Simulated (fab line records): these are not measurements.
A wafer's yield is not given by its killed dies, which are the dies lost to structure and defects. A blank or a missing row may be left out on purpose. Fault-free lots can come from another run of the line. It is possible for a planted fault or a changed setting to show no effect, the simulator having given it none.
One fault seen from 2 desks ; flow rit-cmos ; each desk holds nothing but its own numbers, with what lay behind them at the end

== TOOL OWNER'S DESK, litho-track-04 ==
The tool's own readings at RIT_NLDD_COAT_01 (resist thk 1000 nm): means of the sampled wafers that have a number, for each lot that ran on this tool. Marked OUT: a lot whose mean sits more than 4 standard deviations from the usual mean, which makes it out of limits; the brackets give that distance.
Columns: A = exhaust-pa at RIT_NLDD_COAT_01, usual 44.8 Pa
lot;first seen here;A
L912;day 3 08:01;45.0
L913;day 3 15:34;45.7
L923;day 5 22:22;44.8
L927;day 6 21:24;45.3
L929;day 7 02:47;44.7
This desk found nothing out of limits on any of the 5 lots.

== METROLOGY DESK ==
What the gauges read for every lot (on any tool): the sampled wafers with a number, averaged. Marked OUT: a lot whose mean sits more than 4 standard deviations from the usual mean, which makes it out of limits; the brackets give that distance.
Columns: A = cd-nm at RIT_GATE_CD_MEAS_16, usual 150.3 nm; B = GATE_OVL at RIT_GATE_OVL_MEAS_17, usual -0.3 nm; C = cd-nm at RIT_GATE_CD_MEAS_90, usual 150.3 nm; D = REOX_OXIDE_THK at RIT_REOX_THK_MEAS_04, usual 24.9 nm; E = NLDD_OVL at RIT_NLDD_OVL_MEAS_06, usual -1.1 nm
lot;first seen here;A;B;C;D;E
L912;day 3 04:10;147.9;-0.5;147.8;25.2;-0.2
L913;day 3 11:44;145.6;0.0;145.7;23.9;-1.2
L916;day 3 23:20;148.8;-1.3;149.1;24.8;-1.8
L923;day 5 17:35;150.0;0.3;150.3;24.5;0.2
L927;day 6 16:44;151.0;-1.6;151.0;25.4;-1.8
L929;day 6 19:53;147.7;0.9;148.0;25.7;-1.2
L931;day 7 10:10;147.2;-0.2;147.0;25.0;-0.9
This desk found nothing out of limits on any of the 7 lots.

== ALL TOGETHER ==
The desk of the tool owner found nothing out of limits.
From the metrology desk's view, nothing was out of limits.

== WHAT THE SIMULATOR HAD INSERTED ==
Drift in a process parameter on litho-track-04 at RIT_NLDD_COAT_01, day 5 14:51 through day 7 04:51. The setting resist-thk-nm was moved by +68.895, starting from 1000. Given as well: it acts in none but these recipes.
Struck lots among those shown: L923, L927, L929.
